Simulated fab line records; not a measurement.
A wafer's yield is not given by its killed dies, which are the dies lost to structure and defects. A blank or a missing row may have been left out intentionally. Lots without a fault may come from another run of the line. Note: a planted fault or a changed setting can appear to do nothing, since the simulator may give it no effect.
One fault through the eyes of 2 desks    flow berkeley cmos170    every desk sees just its own numbers, and what lay behind them comes last

## AT THE METROLOGY DESK
What the gauges read for every lot (on any tool): the sampled wafers with a number, averaged. Marked OUT: a lot whose mean sits more than 4 standard deviations from the usual mean, which makes it out of limits; the brackets give that distance.
Columns: A = SILICIDE_TI_RS at UCB170_SILICIDE_RS_MEAS_02, usual 26.20 ohm/sq; B = SILICIDE_TI_THK at UCB170_SILICIDE_THK_MEAS_03, usual 30.49 nm
lot   first seen here  A                B
L419  day 8 01:13      26.38            30.17
L420  day 8 18:52      26.41            30.31
L421  day 8 19:14      26.03            30.57
L423  day 8 19:42      26.34            30.32
L427  day 10 00:26     26.23            30.57
L426  day 10 00:39     26.34            30.34
L424  day 10 00:47     26.04            30.59
L428  day 10 11:04     26.07            30.61
L429  day 10 11:20     26.26            30.55
L431  day 10 23:16     26.17            30.45
L437  day 12 12:01     25.99            30.72
L436  day 12 12:28     39.39 (+51) OUT  21.62 (-31) OUT
L439  day 12 23:49     38.18 (+46) OUT  22.22 (-29) OUT
L442  day 13 15:10     25.77            30.94
This desk's result: L436, L439 out of limits, first on L436 (SILICIDE_TI_RS at UCB170_SILICIDE_RS_MEAS_02), day 12 12:28. Within limits: L419, L420, L421, L423, L427, L426, L424, L428, L429, L431, L437, L442.

## FOR THE TOOL OWNER'S DESK: pvd sputter-04
The tool's own readings at UCB170_SILICIDE_SPUTTER_01 (material Ti, target thk 30 nm, time 25 s): means of the sampled wafers that have a number, for each lot that ran on this tool. Marked OUT: a lot whose mean sits more than 4 standard deviations from the usual mean, which makes it out of limits; the brackets give that distance.
Columns: A = throttle valve pct at UCB170_SILICIDE_SPUTTER_01, usual 29.9 %
lot   first seen here  A
L426  day 10 00:37     29.6
L428  day 10 11:02     29.7
L436  day 12 12:25     29.8
L439  day 12 23:46     29.2
This desk found nothing out of limits on any of the 4 lots.

## ALL TOGETHER
Metrology desk: alarm possible at day 12 12:28 on L436, L439.
The desk of the tool owner found nothing out of limits.
Tool owner's desk: L436, L439 on record, inside its limits.
UCB170_SILICIDE_SPUTTER_01 was run on pvd sputter-04 by each of the lots named.

## WHAT HAD BEEN PUT IN BY THE SIMULATOR
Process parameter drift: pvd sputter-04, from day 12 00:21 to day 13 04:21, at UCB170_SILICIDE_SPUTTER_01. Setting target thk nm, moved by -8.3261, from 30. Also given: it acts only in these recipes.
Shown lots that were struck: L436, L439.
Time in hours between the start of the fault and the first out-of-limits reading at each desk: metrology desk, 12.
